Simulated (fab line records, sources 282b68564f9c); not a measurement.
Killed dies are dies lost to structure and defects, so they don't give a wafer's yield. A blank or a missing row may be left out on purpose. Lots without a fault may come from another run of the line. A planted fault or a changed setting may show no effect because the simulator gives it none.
One fault seen from 2 desks | flow rit_cmos | each desk has only its own numbers; what lay behind them comes last

THE METROLOGY DESK
What the gauges read, lot by lot, whatever tool the lot ran on: means of the sampled wafers that have a number. A lot is out of limits, marked OUT, if its mean lies more than 4 standard deviations from the usual mean; the brackets give that distance.
Columns: A = ACTIVE_OXIDE_THK at RIT_ACTIVE_THK_MEAS_02, usual 46.5 nm; B = ACTIVE_NITRIDE_THK at RIT_ACTIVE_THK_MEAS_04, usual 149.9 nm; C = cd_nm at RIT_ACTIVE_CD_MEAS_90, usual 1400.0 nm
lot  | first seen here | A              | B     | C
L839 | day 1 12:04     | 46.4           | 152.0 | 1397.8
L840 | day 1 17:03     | 47.6           | 151.1 | 1401.7
L841 | day 1 22:03     | 47.4           | 149.2 | 1399.0
L842 | day 2 03:03     | 46.4           | 151.1 | 1397.0
L843 | day 2 08:04     | 47.3           | 150.3 | 1394.4
L844 | day 2 13:04     | 46.4           | 146.6 | 1396.9
L845 | day 2 19:21     | 46.0           | 150.2 | 1401.8
L846 | day 2 23:19     | 47.1           | 149.6 | 1400.7
L850 | day 3 19:03     | 45.8           | 148.9 | 1401.5
L852 | day 4 05:47     | 46.1           | 150.8 | 1399.3
L855 | day 4 21:32     | 36.9 (-13) OUT | 152.5 | 1401.9
L856 | day 5 01:03     | 37.6 (-12) OUT | 149.9 | 1397.0
L857 | day 5 07:14     | 37.8 (-12) OUT | 148.5 | 1401.1
L858 | day 5 13:05     | 46.2           | 149.1 | 1397.3
L862 | day 6 07:03     | 46.8           | 149.9 | 1403.4
This desk's finding: out of limits on L855, L856, L857; first on L855, day 4 21:32 (ACTIVE_OXIDE_THK at RIT_ACTIVE_THK_MEAS_02). In limits: L839, L840, L841, L842, L843, L844, L845, L846, L850, L852, L858, L862.

THE TOOL OWNER'S DESK: furnace-03
The tool's own readings at RIT_ACTIVE_OXIDATION_01 (target thk 46.8 nm, ox time 3360 s): means of the sampled wafers that have a number, for each lot that ran on this tool. A lot is out of limits, marked OUT, if its mean lies more than 4 standard deviations from the usual mean; the brackets give that distance.
Columns: A = spike_tc_centre_C at RIT_ACTIVE_OXIDATION_01, usual 1003.5 C; B = spike_tc_load_C at RIT_ACTIVE_OXIDATION_01, usual 1026 C; C = spike_tc_source_C at RIT_ACTIVE_OXIDATION_01, usual 1026.9 C; D = tube_center_temp_C at RIT_ACTIVE_OXIDATION_01, usual 999.99 C; E = tube_center_temp_C_max at RIT_ACTIVE_OXIDATION_01, usual 1002.6
lot  | first seen here | A               | B               | C                | D                        | E
L841 | day 1 20:07     | 1003.5          | 1024            | 1027.4           | 999.95                   | 1002.4
L842 | day 2 01:07     | 1003.5          | 1025            | 1027.6           | 999.98                   | 1002.6
L844 | day 2 11:07     | 1003.4          | 1024            | 1027.4           | 999.97                   | 1002.6
L845 | day 2 17:25     | 1004.2          | 1024            | 1027.6           | 1000.00                  | 1002.5
L850 | day 3 17:07     | 1003.8          | 1025            | 1027.8           | 1000.03                  | 1003.3
L852 | day 4 03:49     | 1002.6          | 1024            | 1027.7           | 1000.00                  | 1003.0
L855 | day 4 19:36     | 980.9 (-23) OUT | 1000 (-6.9) OUT | 1002.9 (-10) OUT | 976.77 (-99 or more) OUT | 979.4 (-53) OUT
L856 | day 4 23:07     | 981.3 (-22) OUT | 1001 (-6.8) OUT | 1003.2 (-10) OUT | 976.75 (-99 or more) OUT | 979.1 (-53) OUT
L857 | day 5 05:17     | 981.1 (-22) OUT | 999 (-7.3) OUT  | 1003.3 (-10) OUT | 976.72 (-99 or more) OUT | 979.3 (-53) OUT
This desk's finding: out of limits on L855, L856, L857; first on L855, day 4 19:36 (spike_tc_centre_C at RIT_ACTIVE_OXIDATION_01). In limits: L841, L842, L844, L845, L850, L852.

PUT TOGETHER
The tool owner's desk could have raised an alarm at day 4 19:36, on L855, L856, L857.
The metrology desk could have raised an alarm at day 4 21:32, on L855, L856, L857.
Of the lots named, all ran RIT_ACTIVE_OXIDATION_01 on furnace-03.

WHAT THE SIMULATOR HAD PUT IN
Process parameter drift: furnace-03, from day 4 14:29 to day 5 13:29, at RIT_ACTIVE_OXIDATION_01. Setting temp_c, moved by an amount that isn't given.
Lots struck among those shown: L855, L856, L857.
Hours from the fault's start to each desk's first reading out of limits: the tool owner's desk, 5; the metrology desk, 7.
